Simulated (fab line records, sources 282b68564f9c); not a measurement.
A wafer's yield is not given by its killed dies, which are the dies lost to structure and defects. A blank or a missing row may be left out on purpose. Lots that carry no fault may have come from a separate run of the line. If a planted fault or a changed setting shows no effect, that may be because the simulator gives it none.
Which tool was responsible? ; flow rit-cmos ; Sampling: 15 lots, 45 wafers, 2 of 202 route steps

== WHAT THE GAUGES SHOWED, per wafer ==
No reading from a measuring or inspecting step in the record can be judged against a usual standard deviation.

== WHICH TOOL RAN EACH LOT (tool, then ch and the chambers of the sampled wafers, then the start) ==
lot;RIT_PRETRO_COAT_01;RIT_M1_PROBE_99
L955;litho-track-01 ch 0, day 2 11:20;-
L957;litho-track-01 ch 0, day 2 21:05;-
L959;litho-track-03 ch 0, day 3 09:05;-
L961;litho-track-02 ch 0, day 3 18:29;-
L963;litho-track-02 ch 0, day 4 05:01;-
L964;litho-track-01 ch 0, day 4 10:40;-
L966;litho-track-01 ch 0, day 4 23:00;-
L967;litho-track-02 ch 0, day 5 01:56;-
L968;litho-track-02 ch 0, day 5 05:16;prober-02, day 6 08:11
L970;litho-track-02 ch 0, day 5 14:41;-
L971;litho-track-03 ch 0, day 5 19:07;-
L974;litho-track-03 ch 0, day 6 10:24;-
L975;litho-track-01 ch 0, day 6 14:58;-
L976;litho-track-03 ch 0, day 6 20:49;-
L977;litho-track-03 ch 0, day 7 01:09;-
- RIT_PRETRO_COAT_01: resist thk 1300 nm.
- RIT_M1_PROBE_99

== WHAT THE TOOLS THEMSELVES READ (means of the sampled wafers that have a number; where no wafer has one, the mark that the record gives instead) ==
RIT_PRETRO_COAT_01.
lot;tool;chill-plate-temp-C (C);spin-speed-rpm (rpm)
L955;litho-track-01;23.03;1998.2
L957;litho-track-01;23.12;2000.1
L959;litho-track-03;22.98;1999.9
L961;litho-track-02;23.04;2000.6
L963;litho-track-02;23.01;1998.3
L964;litho-track-01;22.94;1998.8
L966;litho-track-01;23.18;2001.2
L967;litho-track-02;22.88;2087.6
L968;litho-track-02;23.23;2087.2
L970;litho-track-02;23.15;2088.5
L971;litho-track-03;22.90;2002.2
L974;litho-track-03;22.93;1999.5
L975;litho-track-01;23.12;1999.8
L976;litho-track-03;23.20;1998.7
L977;litho-track-03;22.88;2000.4

RIT_M1_PROBE_99.
lot;tool;killed_at_M0_to_M3;killed-at-contacts;killed-at-front-end;killed-dies;killed-open;killed-short
L968;prober-02;0.0;0.3;4.0;4.3;1.7;2.7

== THE ANSWER, worked out from the rows above alone ==
Rule: what is usual is taken from the lots themselves. Put in order of their means at a reading, lots are off if they are a third of the lots or fewer, leave a main group of 4 or more, and stand apart from it by a gap of 3 or more times the standard deviation of the main group's means; of several such gaps the widest counts. Not used: any main group whose means are identical at the precision the tables above print for the reading. Also off: a lot with no number at a reading for which 4 or more lots have one. Any other lot the step has rows for is counted as sound. First the gauges in route order, then the tools' own readings, where a lot's mean is used as printed above. The first step at which some lot is off is used, and at that step the reading that is off furthest; a lot without a number counts as furthest.
Off at RIT_PRETRO_COAT_01 (spin-speed-rpm): L967, L968, L970. Mean 1999.8 rpm and standard deviation 1.2 in the main group.
If a tool, at that step or one of the process steps before it, ran each lot that is off and ran no sound lot following the first of them, it fits. One fits: litho-track-02 at RIT_PRETRO_COAT_01. A fault onset in the window from L963 (day 4 05:01, its last sound lot) to L967 (day 5 01:56, its first lot off) fits.
On the lots that are off, the tool's own readings at RIT_PRETRO_COAT_01 differ by more than 5 times the standard deviation of the sound lots' means, which bears it out; spin-speed-rpm reads 2087.8 rpm there versus 1999.8 rpm on the sound lots.

== WHAT THE SIMULATOR HAD INSERTED ==
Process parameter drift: litho-track-02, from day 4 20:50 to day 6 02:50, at RIT_PRETRO_COAT_01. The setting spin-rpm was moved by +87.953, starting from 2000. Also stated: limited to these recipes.
Lots struck among those shown: L967, L968, L970. Same finding as the rule above.
